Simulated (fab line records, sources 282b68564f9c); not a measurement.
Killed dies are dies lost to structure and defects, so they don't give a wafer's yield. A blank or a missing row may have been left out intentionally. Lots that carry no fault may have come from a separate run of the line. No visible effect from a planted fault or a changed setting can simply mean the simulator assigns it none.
A lot that was struck, set against a sound lot	flow rit_cmos	19 steps out of a route of 202
Sound: wafers L239.2, L239.4, L239.5. The struck wafers were L249.1, L249.3, L249.6. The cause comes at the end.
At each step with rows: each side's tool, then ch and its chambers, then its first start. Under that, the readings that differ: sound wafers	struck wafers	difference of the means	sigmas: that difference in standard deviations of wafers without a fault.
alike: words and numbers the same on both sides, and readings whose means are apart by under 2 such deviations; not compared: readings that were withheld, readings missing a value for some wafer, numbers with overlapping values and no deviation given by the record, and bounds like >300 which may hide the same value.
The two part at a step that has a row with sigmas, a row that says differs or no value, or rows on one side only. Non-overlapping numbers with no deviation appear without sigmas and do not part them. A reading that every wafer of one side lacks parts them only if that side has two wafers or more.

first, 4 steps without rows for these wafers: RIT_PSD_SOFTBAKE_02 (time 60 s); RIT_PSD_EXPOSE_03 (exposes mask M10, target cd 40900 nm); RIT_PSD_PEB_04; RIT_PSD_DEVELOP_05 (develop time 50 s).
RIT_PSD_OVL_MEAS_06:
  sound on overlay-02 at day 3 10:32; struck on overlay-02 at day 5 12:56
  alike: PSD_OVL
then, 2 steps without rows for these wafers: RIT_PSD_HARDBAKE_07 (time 60 s); RIT_PSD_IMPLANT_08.
RIT_PSD_STRIP_09: strips in O2, time 180 s.
  sound on plasma_asher-04 ch 0,1, day 3 10:52; struck on plasma_asher-03 ch 0,1, day 5 13:17
  alike: drypump_motor_current_A
  not compared: rf_hours_counter_h
RIT_PSD_TW_MEAS_10:
  sound on film_metro-03 at day 3 11:04; struck on film_metro-04 at day 5 13:27
  alike: PSD_TW
then, 3 steps without rows for these wafers: RIT_SDANNEAL_CLEAN_00 (cleans in SC1, time 600 s); RIT_SDANNEAL_CLEAN_01 (cleans in dHF, time 30 s); RIT_SDANNEAL_CLEAN_02 (cleans in SC2, time 600 s).
RIT_SDANNEAL_RTA_03: time 5 s.
  sound on rtp_anneal-01 ch 0, day 3 11:29; struck on rtp_anneal-01 ch 0, day 5 13:53
reading	sound	struck	difference	sigmas
wafer_temp_C_max	1051.8 1051.8 1056.8	988.6 988.9 986.6	-65.4	-59
RIT_SDANNEAL_RS_MEAS_04: measurement is done with a four-point probe.
  sound on film_metro-03 at day 3 11:33; struck on film_metro-01 at day 5 13:56
reading	sound	struck	difference	sigmas
PSD_RS (ohm/sq)	115.96 115.91 115.94	165.81 165.79 165.95	+49.91	+99 or more
RIT_SDANNEAL_RS_MEAS_05: measurement is done with a four-point probe.
  sound on film_metro-03 at day 3 11:40; struck on film_metro-01 at day 5 14:04
reading	sound	struck	difference	sigmas
NSD_RS (ohm/sq)	84.50 84.63 84.79	87.67 87.69 87.72	+3.05	+10
RIT_SDANNEAL_RS_MEAS_06: measurement is done with a four-point probe.
  sound on film_metro-03 at day 3 11:47; struck on film_metro-01 at day 5 14:11
reading	sound	struck	difference	sigmas
PLDD_RS (ohm/sq)	178.3 178.1 178.5	245.7 245.6 246.0	+67.5	+99 or more
RIT_SDANNEAL_RS_MEAS_07: measurement is done with a four-point probe.
  sound on film_metro-03 at day 3 11:55; struck on film_metro-01 at day 5 14:18
reading	sound	struck	difference	sigmas
NLDD_RS (ohm/sq)	151.0 150.9 151.6	153.3 153.4 152.9	+2.0	+5
then, 1 step without rows for these wafers: RIT_SILICIDE_WET_ETCH_00 (etches SiO2 in BOE, target depth 14 nm, time 15 s).
RIT_M1_PROBE_99:
  rows exist in the record for the sound wafers here (prober-01, day 3 19:05), none for the struck ones

== WHERE THEY PART ==
Earliest at RIT_SDANNEAL_RTA_03; latest, in this record, at RIT_M1_PROBE_99.

WHY: the cause the simulator had injected
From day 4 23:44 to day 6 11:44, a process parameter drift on rtp_anneal-01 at RIT_SDANNEAL_RTA_03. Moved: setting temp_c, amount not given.
